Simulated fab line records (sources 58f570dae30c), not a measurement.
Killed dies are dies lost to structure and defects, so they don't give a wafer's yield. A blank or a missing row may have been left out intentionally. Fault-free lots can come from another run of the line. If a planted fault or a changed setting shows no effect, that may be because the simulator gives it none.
What tool caused it? :: flow berkeley cmos170 :: 39 wafers from 13 lots sampled at 6 of the route's 331 steps

== WHAT THE GAUGES READ, wafer by wafer ==
UCB170_V1_CD_MEAS_90: target cd 700 nm.
lot: L891
measured: day 8 06:59
on: cd sem-01
cd nm (nm): 697.0 697.9 698.4

lot: L892
measured: day 8 21:34
on: cd sem-02
cd nm (nm): 698.7 698.4 697.4

lot: L894
measured: day 9 09:04
on: cd sem-01
cd nm (nm): 700.8 699.9 700.3

lot: L895
measured: day 9 16:05
on: cd sem-02
cd nm (nm): 699.9 698.3 699.2

lot: L898
measured: day 10 00:11
on: cd sem-02
cd nm (nm): 698.4 697.5 698.9

lot: L899
measured: day 10 01:53
on: cd sem-02
cd nm (nm): 700.6 697.9 702.6

lot: L900
measured: day 10 15:43
on: cd sem-02
cd nm (nm): 696.6 696.1 699.3

lot: L909
measured: day 12 17:35
on: cd sem-01
cd nm (nm): 699.8 699.8 698.9

lot: L908
measured: day 12 19:31
on: cd sem-01
cd nm (nm): 699.8 706.9 698.9

lot: L910
measured: day 13 11:11
on: cd sem-01
cd nm (nm): 698.1 697.6 697.2

lot: L911
measured: day 13 12:40
on: cd sem-02
cd nm (nm): 698.3 699.0 699.2

lot: L914
measured: day 14 03:14
on: cd sem-02
cd nm (nm): 698.7 699.0 698.5

lot: L913
measured: day 14 04:35
on: cd sem-01
cd nm (nm): 701.7 700.5 702.0

UCB170_V2_THK_MEAS_04.
lot: L891
measured: day 8 10:55
on: film metro-03
V2_POLISHED_THK (nm): 1001.9 1000.6 1001.1

lot: L892
measured: day 9 00:56
on: film metro-03
V2_POLISHED_THK (nm): 1001.3 1002.0 1001.6

lot: L894
measured: day 9 12:40
on: film metro-01
V2_POLISHED_THK (nm): 1001.1 1000.3 999.7

lot: L895
measured: day 9 19:52
on: film metro-01
V2_POLISHED_THK (nm): 998.7 997.6 999.3

lot: L898
measured: day 10 03:56
on: film metro-01
V2_POLISHED_THK (nm): 1002.9 1000.8 1000.1

lot: L899
measured: day 10 05:20
on: film metro-04
V2_POLISHED_THK (nm): 998.6 998.2 998.7

lot: L900
measured: day 10 19:01
on: film metro-03
V2_POLISHED_THK (nm): 1000.8 999.8 1000.7

lot: L909
measured: day 12 21:56
on: film metro-01
V2_POLISHED_THK (nm): 1000.0 999.8 1000.7

lot: L908
measured: day 13 04:04
on: film metro-01
V2_POLISHED_THK (nm): 1000.5 1001.8 998.2

lot: L910
measured: day 13 15:12
on: film metro-04
V2_POLISHED_THK (nm): 1000.5 1000.0 1000.3

lot: L911
measured: day 13 16:13
on: film metro-03
V2_POLISHED_THK (nm): 1000.4 999.6 999.8

lot: L914
measured: day 14 06:29
on: film metro-03
V2_POLISHED_THK (nm): 998.5 997.9 999.6

lot: L913
measured: day 14 07:57
on: film metro-04
V2_POLISHED_THK (nm): 998.8 997.6 998.7

== EACH LOT AND THE TOOL THAT RAN IT (in order: tool; ch and the chambers of the sampled wafers; start) ==
lot: L891
UCB170_CONTACT_STRIP_06: plasma asher-01 ch 0,1, day 7 21:36
UCB170_CONTACT_RTA_08: rtp anneal-01 ch 0, day 7 21:52
UCB170_V1_ETCH_14: rie diel-04 ch 0,2,3, day 8 06:41
UCB170_V1_STRIP_15: plasma asher-01 ch 0,1, day 8 06:52

lot: L892
UCB170_CONTACT_STRIP_06: plasma asher-02 ch 1, day 8 12:26
UCB170_CONTACT_RTA_08: rtp anneal-02 ch 0, day 8 12:52
UCB170_V1_ETCH_14: rie diel-01 ch 1,3, day 8 21:16
UCB170_V1_STRIP_15: plasma asher-02 ch 1, day 8 21:27

lot: L894
UCB170_CONTACT_STRIP_06: plasma asher-02 ch 0,1, day 9 01:16
UCB170_CONTACT_RTA_08: rtp anneal-01 ch 0, day 9 01:33
UCB170_V1_ETCH_14: rie diel-01 ch 1,3, day 9 08:47
UCB170_V1_STRIP_15: plasma asher-02 ch 0,1, day 9 08:58

lot: L895
UCB170_CONTACT_STRIP_06: plasma asher-01 ch 0,1, day 9 07:34
UCB170_CONTACT_RTA_08: rtp anneal-02 ch 0, day 9 07:59
UCB170_V1_ETCH_14: rie diel-03 ch 1,3, day 9 15:48
UCB170_V1_STRIP_15: plasma asher-02 ch 0,1, day 9 15:59

lot: L898
UCB170_CONTACT_STRIP_06: plasma asher-01 ch 0,1, day 9 16:46
UCB170_CONTACT_RTA_08: rtp anneal-01 ch 0, day 9 17:04
UCB170_V1_ETCH_14: rie diel-01 ch 0,3, day 9 23:53
UCB170_V1_STRIP_15: plasma asher-01 ch 0, day 10 00:04

lot: L899
UCB170_CONTACT_STRIP_06: plasma asher-02 ch 0,1, day 9 16:58
UCB170_CONTACT_RTA_08: rtp anneal-02 ch 0, day 9 17:25
UCB170_V1_ETCH_14: rie diel-04 ch 1,2, day 10 01:31
UCB170_V1_STRIP_15: plasma asher-02 ch 0,1, day 10 01:47

lot: L900
UCB170_CONTACT_STRIP_06: plasma asher-02 ch 0,1, day 10 07:28
UCB170_CONTACT_RTA_08: rtp anneal-01 ch 0, day 10 07:46
UCB170_V1_ETCH_14: rie diel-01 ch 0,1,2, day 10 15:25
UCB170_V1_STRIP_15: plasma asher-01 ch 0,1, day 10 15:36

lot: L909
UCB170_CONTACT_STRIP_06: plasma asher-01 ch 0,1, day 12 10:02
UCB170_CONTACT_RTA_08: rtp anneal-02 ch 0, day 12 10:17
UCB170_V1_ETCH_14: rie diel-03 ch 0,1,3, day 12 17:16
UCB170_V1_STRIP_15: plasma asher-02 ch 0,1, day 12 17:28

lot: L908
UCB170_CONTACT_STRIP_06: plasma asher-03 ch 0,1, day 12 10:37
UCB170_CONTACT_RTA_08: rtp anneal-01 ch 0, day 12 10:53
UCB170_V1_ETCH_14: rie diel-04 ch 0,2,3, day 12 19:14
UCB170_V1_STRIP_15: plasma asher-01 ch 0,1, day 12 19:25

lot: L910
UCB170_CONTACT_STRIP_06: plasma asher-01 ch 0,1, day 12 21:14
UCB170_CONTACT_RTA_08: rtp anneal-02 ch 0, day 13 00:25
UCB170_V1_ETCH_14: rie diel-03 ch 0,1,2, day 13 10:53
UCB170_V1_STRIP_15: plasma asher-04 ch 0,1, day 13 11:04

lot: L911
UCB170_CONTACT_STRIP_06: plasma asher-03 ch 0,1, day 12 21:14
UCB170_CONTACT_RTA_08: rtp anneal-01 ch 0, day 13 00:25
UCB170_V1_ETCH_14: rie diel-01 ch 1,2,3, day 13 12:23
UCB170_V1_STRIP_15: plasma asher-01 ch 0,1, day 13 12:34

lot: L914
UCB170_CONTACT_STRIP_06: plasma asher-01 ch 0,1, day 13 19:17
UCB170_CONTACT_RTA_08: rtp anneal-01 ch 0, day 13 19:34
UCB170_V1_ETCH_14: rie diel-01 ch 0,1, day 14 02:56
UCB170_V1_STRIP_15: plasma asher-04 ch 0,1, day 14 03:07

lot: L913
UCB170_CONTACT_STRIP_06: plasma asher-03 ch 0,1, day 13 19:52
UCB170_CONTACT_RTA_08: rtp anneal-02 ch 0, day 13 20:08
UCB170_V1_ETCH_14: rie diel-04 ch 0,1, day 14 04:17
UCB170_V1_STRIP_15: plasma asher-04 ch 0,1, day 14 04:29
- UCB170_CONTACT_STRIP_06: strips in O2.
- UCB170_CONTACT_RTA_08: time 10 s.
- UCB170_V1_ETCH_14: etches SiO2 in CHF3/CF4/Ar, stops on Al, target depth 1250 nm, time 291 s.
- UCB170_V1_STRIP_15: strips in O2.

== AS READ BY THE TOOLS THEMSELVES (means over the sampled wafers that have a number; for cases with no such wafer, the mark the record gives instead) ==
UCB170_CONTACT_STRIP_06.
lot: L891
tool: plasma asher-01
drypump motor current A (A): 5.3
oes product au (a.u.): 0.738
strip time to endpoint s (s): 22.07

lot: L892
tool: plasma asher-02
drypump motor current A (A): 5.2
oes product au (a.u.): 0.734
strip time to endpoint s (s): 22.03

lot: L894
tool: plasma asher-02
drypump motor current A (A): 5.3
oes product au (a.u.): 0.737
strip time to endpoint s (s): 22.15

lot: L895
tool: plasma asher-01
drypump motor current A (A): 5.5
oes product au (a.u.): 0.732
strip time to endpoint s (s): 22.12

lot: L898
tool: plasma asher-01
drypump motor current A (A): 5.5
oes product au (a.u.): 0.736
strip time to endpoint s (s): 22.11

lot: L899
tool: plasma asher-02
drypump motor current A (A): 5.2
oes product au (a.u.): 0.733
strip time to endpoint s (s): 21.82

lot: L900
tool: plasma asher-02
drypump motor current A (A): 5.2
oes product au (a.u.): 0.738
strip time to endpoint s (s): 21.94

lot: L909
tool: plasma asher-01
drypump motor current A (A): 5.5
oes product au (a.u.): 0.738
strip time to endpoint s (s): 21.91

lot: L908
tool: plasma asher-03
drypump motor current A (A): 5.7
oes product au (a.u.): 0.737
strip time to endpoint s (s): 22.01

lot: L910
tool: plasma asher-01
drypump motor current A (A): 5.3
oes product au (a.u.): 0.736
strip time to endpoint s (s): 21.95

lot: L911
tool: plasma asher-03
drypump motor current A (A): 5.7
oes product au (a.u.): 0.733
strip time to endpoint s (s): 21.92

lot: L914
tool: plasma asher-01
drypump motor current A (A): 5.3
oes product au (a.u.): 0.733
strip time to endpoint s (s): 21.93

lot: L913
tool: plasma asher-03
drypump motor current A (A): 6.1
oes product au (a.u.): 0.733
strip time to endpoint s (s): 21.85

UCB170_CONTACT_RTA_08.
lot: L891
tool: rtp anneal-01
lamp power pct (%): 27
wafer_temp_C_max: 905.9

lot: L892
tool: rtp anneal-02
lamp power pct (%): 21
wafer_temp_C_max: 903.5

lot: L894
tool: rtp anneal-01
lamp power pct (%): 27
wafer_temp_C_max: 905.0

lot: L895
tool: rtp anneal-02
lamp power pct (%): 21
wafer_temp_C_max: 903.7

lot: L898
tool: rtp anneal-01
lamp power pct (%): 27
wafer_temp_C_max: 905.8

lot: L899
tool: rtp anneal-02
lamp power pct (%): 21
wafer_temp_C_max: 902.9

lot: L900
tool: rtp anneal-01
lamp power pct (%): 27
wafer_temp_C_max: 905.3

lot: L909
tool: rtp anneal-02
lamp power pct (%): 21
wafer_temp_C_max: 902.5

lot: L908
tool: rtp anneal-01
lamp power pct (%): 27
wafer_temp_C_max: 904.9

lot: L910
tool: rtp anneal-02
lamp power pct (%): 21
wafer_temp_C_max: 902.8

lot: L911
tool: rtp anneal-01
lamp power pct (%): 27
wafer_temp_C_max: 905.0

lot: L914
tool: rtp anneal-01
lamp power pct (%): 27
wafer_temp_C_max: 905.5

lot: L913
tool: rtp anneal-02
lamp power pct (%): 21
wafer_temp_C_max: 903.1

UCB170_V1_ETCH_14.
lot: L891
tool: rie diel-04
drypump motor current A (A): 6.12
oes product au (a.u.): 0.869
throttle valve pct (%): 6.96

lot: L892
tool: rie diel-01
drypump motor current A (A): 5.63
oes product au (a.u.): 0.871
throttle valve pct (%): 6.99

lot: L894
tool: rie diel-01
drypump motor current A (A): 5.56
oes product au (a.u.): 0.869
throttle valve pct (%): 7.05

lot: L895
tool: rie diel-03
drypump motor current A (A): 6.15
oes product au (a.u.): 0.877
throttle valve pct (%): 6.91

lot: L898
tool: rie diel-01
drypump motor current A (A): 5.81
oes product au (a.u.): 0.874
throttle valve pct (%): 6.85

lot: L899
tool: rie diel-04
drypump motor current A (A): 6.06
oes product au (a.u.): 0.872
throttle valve pct (%): 6.91

lot: L900
tool: rie diel-01
drypump motor current A (A): 5.80
oes product au (a.u.): 0.869
throttle valve pct (%): 6.98

lot: L909
tool: rie diel-03
drypump motor current A (A): 6.14
oes product au (a.u.): 0.874
throttle valve pct (%): 6.95

lot: L908
tool: rie diel-04
drypump motor current A (A): 6.11
oes product au (a.u.): 0.869
throttle valve pct (%): 6.95

lot: L910
tool: rie diel-03
drypump motor current A (A): 6.15
oes product au (a.u.): 0.879
throttle valve pct (%): 6.97

lot: L911
tool: rie diel-01
drypump motor current A (A): 5.77
oes product au (a.u.): 0.878
throttle valve pct (%): 7.03

lot: L914
tool: rie diel-01
drypump motor current A (A): 5.61
oes product au (a.u.): 0.877
throttle valve pct (%): 7.01

lot: L913
tool: rie diel-04
drypump motor current A (A): 6.03
oes product au (a.u.): 0.873
throttle valve pct (%): 6.76

UCB170_V1_STRIP_15.
lot: L891
tool: plasma asher-01
drypump motor current A (A): 5.5
oes product au (a.u.): 0.727
strip time to endpoint s (s): 15.38

lot: L892
tool: plasma asher-02
drypump motor current A (A): 5.2
oes product au (a.u.): 0.721
strip time to endpoint s (s): 15.26

lot: L894
tool: plasma asher-02
drypump motor current A (A): 5.3
oes product au (a.u.): 0.722
strip time to endpoint s (s): 15.33

lot: L895
tool: plasma asher-02
drypump motor current A (A): 5.3
oes product au (a.u.): 0.724
strip time to endpoint s (s): 15.28

lot: L898
tool: plasma asher-01
drypump motor current A (A): 5.2
oes product au (a.u.): 0.719
strip time to endpoint s (s): 15.41

lot: L899
tool: plasma asher-02
drypump motor current A (A): 5.3
oes product au (a.u.): 0.722
strip time to endpoint s (s): 15.18

lot: L900
tool: plasma asher-01
drypump motor current A (A): 5.3
oes product au (a.u.): 0.723
strip time to endpoint s (s): 15.26

lot: L909
tool: plasma asher-02
drypump motor current A (A): 5.3
oes product au (a.u.): 0.720
strip time to endpoint s (s): 15.56

lot: L908
tool: plasma asher-01
drypump motor current A (A): 5.5
oes product au (a.u.): 0.709
strip time to endpoint s (s): 13.72

lot: L910
tool: plasma asher-04
drypump motor current A (A): 6.0
oes product au (a.u.): 0.719
strip time to endpoint s (s): 15.36

lot: L911
tool: plasma asher-01
drypump motor current A (A): 5.5
oes product au (a.u.): 0.720
strip time to endpoint s (s): 15.32

lot: L914
tool: plasma asher-04
drypump motor current A (A): 6.0
oes product au (a.u.): 0.724
strip time to endpoint s (s): 15.22

lot: L913
tool: plasma asher-04
drypump motor current A (A): 6.0
oes product au (a.u.): 0.722
strip time to endpoint s (s): 15.35

== THE ANSWER, worked out from the rows above alone ==
Rule: the lots themselves supply what counts as usual. The widest of any qualifying gaps counts: lots, ordered by their means at a reading, are off when they make up no more than a third of the lots, leave a main group of 4 or more, and stand apart from it by 3 or more times the standard deviation of that group's means. The tables above print the reading to a certain number of digits; a main group whose means all agree to those digits is not used. A lot without any number at a reading at which 4 lots or more have one is off too. Where the step has rows for the other lots, those lots are counted as sound. First the gauges in route order, then the tools' own readings, where a lot's mean is used as printed above. The first step at which some lot is off is used, and at that step the reading that is off furthest; a lot without a number counts as furthest.
Off: L908, at UCB170_V1_STRIP_15 (strip time to endpoint s). The main group has a mean of 15.33 s with a standard deviation of 0.096.
If a tool, at that step or one of the process steps before it, ran each lot that is off and ran no sound lot following the first of them, it fits. No candidate that was tried fits.

== WHAT THE SIMULATOR PUT IN ==
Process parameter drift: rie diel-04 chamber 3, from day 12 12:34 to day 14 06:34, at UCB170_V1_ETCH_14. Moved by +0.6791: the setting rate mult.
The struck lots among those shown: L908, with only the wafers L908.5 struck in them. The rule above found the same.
